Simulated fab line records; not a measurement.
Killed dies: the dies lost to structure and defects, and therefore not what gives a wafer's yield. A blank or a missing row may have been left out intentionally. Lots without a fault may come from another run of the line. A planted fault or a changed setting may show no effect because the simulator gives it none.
Lot-split experiment || flow rit-cmos || 23 wafers read from 5 lots, route of 202 steps

== THE SPLIT ==
At RIT_ACTIVE_EXPOSE_08 (exposes mask M1, target cd 1400 nm), the setting dose-mj was moved away from the recipe's 225 on 10 of the 23 wafers read, by -7.4% to +5.2%. The other wafers ran this setting at the recipe's value.

== FROM THE SPLIT TO THE READING: what the file shows between them, 6 steps ==
- RIT_ACTIVE_PEB_09
- RIT_ACTIVE_DEVELOP_10: develop time 50 s
- RIT_ACTIVE_CD_MEAS_11: target cd 1400 nm
- RIT_ACTIVE_HARDBAKE_12: time 60 s
- RIT_ACTIVE_ETCH_13: etches Si3N4 in SF6, stops on SiO2, time 210 s, target depth 210 nm
- RIT_ACTIVE_STRIP_14: strips in O2, time 180 s

== THE READING ==
cd-nm, in nm, at RIT_ACTIVE_CD_MEAS_90 (target cd 1400 nm). On this fab line, fault-free wafers typically give 1399.2 nm with a standard deviation of 2.6 nm.

{"wafer": "L075.1", "tool, chamber at the split": "iline-stepper-01, 0", "dose-mj as run": 209, "against the recipe": "-7.1%", "cd-nm, nm": 1421.4, "against lot-mates on the recipe": "+21.2"}
{"wafer": "L075.2", "tool, chamber at the split": "iline-stepper-01, 0", "dose-mj as run": 209, "against the recipe": "-7.1%", "cd-nm, nm": 1419.7, "against lot-mates on the recipe": "+19.5"}
{"wafer": "L075.4", "tool, chamber at the split": "iline-stepper-01, 0", "dose-mj as run": 225, "against the recipe": "recipe", "cd-nm, nm": 1397.7, "against lot-mates on the recipe": "-"}
{"wafer": "L075.5", "tool, chamber at the split": "iline-stepper-01, 0", "dose-mj as run": 225, "against the recipe": "recipe", "cd-nm, nm": 1402.6, "against lot-mates on the recipe": "-"}
{"wafer": "L075.6", "tool, chamber at the split": "iline-stepper-01, 0", "dose-mj as run": 209, "against the recipe": "-7.1%", "cd-nm, nm": 1420.3, "against lot-mates on the recipe": "+20.1"}
{"wafer": "L076.1", "tool, chamber at the split": "iline-stepper-02, 0", "dose-mj as run": 236.7, "against the recipe": "+5.2%", "cd-nm, nm": 1382.3, "against lot-mates on the recipe": -13.2}
{"wafer": "L076.2", "tool, chamber at the split": "iline-stepper-02, 0", "dose-mj as run": 225, "against the recipe": "recipe", "cd-nm, nm": 1395.0, "against lot-mates on the recipe": "-"}
{"wafer": "L076.3", "tool, chamber at the split": "iline-stepper-02, 0", "dose-mj as run": 236.7, "against the recipe": "+5.2%", "cd-nm, nm": 1379.7, "against lot-mates on the recipe": -15.8}
{"wafer": "L076.4", "tool, chamber at the split": "iline-stepper-02, 0", "dose-mj as run": 225, "against the recipe": "recipe", "cd-nm, nm": 1396.2, "against lot-mates on the recipe": "-"}
{"wafer": "L076.6", "tool, chamber at the split": "iline-stepper-02, 0", "dose-mj as run": 225, "against the recipe": "recipe", "cd-nm, nm": 1395.2, "against lot-mates on the recipe": "-"}
{"wafer": "L078.1", "tool, chamber at the split": "iline-stepper-01, 0", "dose-mj as run": 218.5, "against the recipe": "-2.9%", "cd-nm, nm": 1408.3, "against lot-mates on the recipe": "+9.6"}
{"wafer": "L078.2", "tool, chamber at the split": "iline-stepper-01, 0", "dose-mj as run": 225, "against the recipe": "recipe", "cd-nm, nm": 1398.9, "against lot-mates on the recipe": "-"}
{"wafer": "L078.3", "tool, chamber at the split": "iline-stepper-01, 0", "dose-mj as run": 218.5, "against the recipe": "-2.9%", "cd-nm, nm": 1407.6, "against lot-mates on the recipe": "+8.9"}
{"wafer": "L078.4", "tool, chamber at the split": "iline-stepper-01, 0", "dose-mj as run": 218.5, "against the recipe": "-2.9%", "cd-nm, nm": 1407.4, "against lot-mates on the recipe": "+8.8"}
{"wafer": "L078.5", "tool, chamber at the split": "iline-stepper-01, 0", "dose-mj as run": 225, "against the recipe": "recipe", "cd-nm, nm": 1398.4, "against lot-mates on the recipe": "-"}
{"wafer": "L081.1", "tool, chamber at the split": "iline-stepper-01, 0", "dose-mj as run": 225, "against the recipe": "recipe", "cd-nm, nm": 1400.4, "against lot-mates on the recipe": "-"}
{"wafer": "L081.2", "tool, chamber at the split": "iline-stepper-01, 0", "dose-mj as run": 225, "against the recipe": "recipe", "cd-nm, nm": 1399.1, "against lot-mates on the recipe": "-"}
{"wafer": "L081.3", "tool, chamber at the split": "iline-stepper-01, 0", "dose-mj as run": 208.4, "against the recipe": "-7.4%", "cd-nm, nm": 1422.1, "against lot-mates on the recipe": "+22.9"}
{"wafer": "L081.4", "tool, chamber at the split": "iline-stepper-01, 0", "dose-mj as run": 208.4, "against the recipe": "-7.4%", "cd-nm, nm": 1418.5, "against lot-mates on the recipe": "+19.3"}
{"wafer": "L081.5", "tool, chamber at the split": "iline-stepper-01, 0", "dose-mj as run": 225, "against the recipe": "recipe", "cd-nm, nm": 1398.1, "against lot-mates on the recipe": "-"}
{"wafer": "L085.1", "tool, chamber at the split": "iline-stepper-02, 0", "dose-mj as run": 225, "against the recipe": "recipe", "cd-nm, nm": 1399.0, "against lot-mates on the recipe": "-"}
{"wafer": "L085.4", "tool, chamber at the split": "iline-stepper-02, 0", "dose-mj as run": 225, "against the recipe": "recipe", "cd-nm, nm": 1400.8, "against lot-mates on the recipe": "-"}
{"wafer": "L085.6", "tool, chamber at the split": "iline-stepper-02, 0", "dose-mj as run": 225, "against the recipe": "recipe", "cd-nm, nm": 1399.5, "against lot-mates on the recipe": "-"}

FIT RESULTS
A straight line over all 23 wafers: cd-nm changes by -3.12 nm for each +1% of dose-mj; r = -0.99; the points scatter about the line by 1.9 nm.
The same after taking each lot's own level away (the mean of its wafers on the recipe; 23 wafers): -2.85 nm for each +1%; r = -0.99; scatter 1.2 nm.
The reading moves by 21 nm for the largest change in dose-mj, on that fit.
Across the lots, their own levels run from 1395.47 to 1400.15 nm, a range of 1.8 times the standard deviation given above.
Hence the lot-to-lot level has little effect on the slope; both slopes agree.
Check: +20.9 nm against its lot-mates is what the line predicts for one of the wafers moved furthest among these (-7.4%) when that wafer is left out of the fit. It came out at +22.9 nm against them.

== THE WHOLE CHAIN: every reading that the file lists as answering this split, in the file's order ==
{"step": "RIT_ACTIVE_CD_MEAS_11", "what it does": "target cd 1400 nm", "reading": "cd-nm", "change (the file's fit)": "-2.86 nm for each +1% of the setting", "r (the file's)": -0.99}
{"step": "RIT_ACTIVE_ETCH_13", "what it does": "etches Si3N4 in SF6, stops on SiO2, time 210 s, target depth 210 nm", "reading": "ACTIVE.cd-nm (the simulator's own value, which no gauge read)", "change (the file's fit)": "-2.87 nm for each +1% of the setting", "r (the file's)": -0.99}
{"step": "RIT_ACTIVE_CD_MEAS_90", "what it does": "target cd 1400 nm", "reading": "cd-nm", "change (the file's fit)": "-2.86 nm for each +1% of the setting", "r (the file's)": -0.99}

== THE FILE'S OWN FIT ==
cd-nm changes by -2.86 nm for each +1% of dose-mj, r = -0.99.
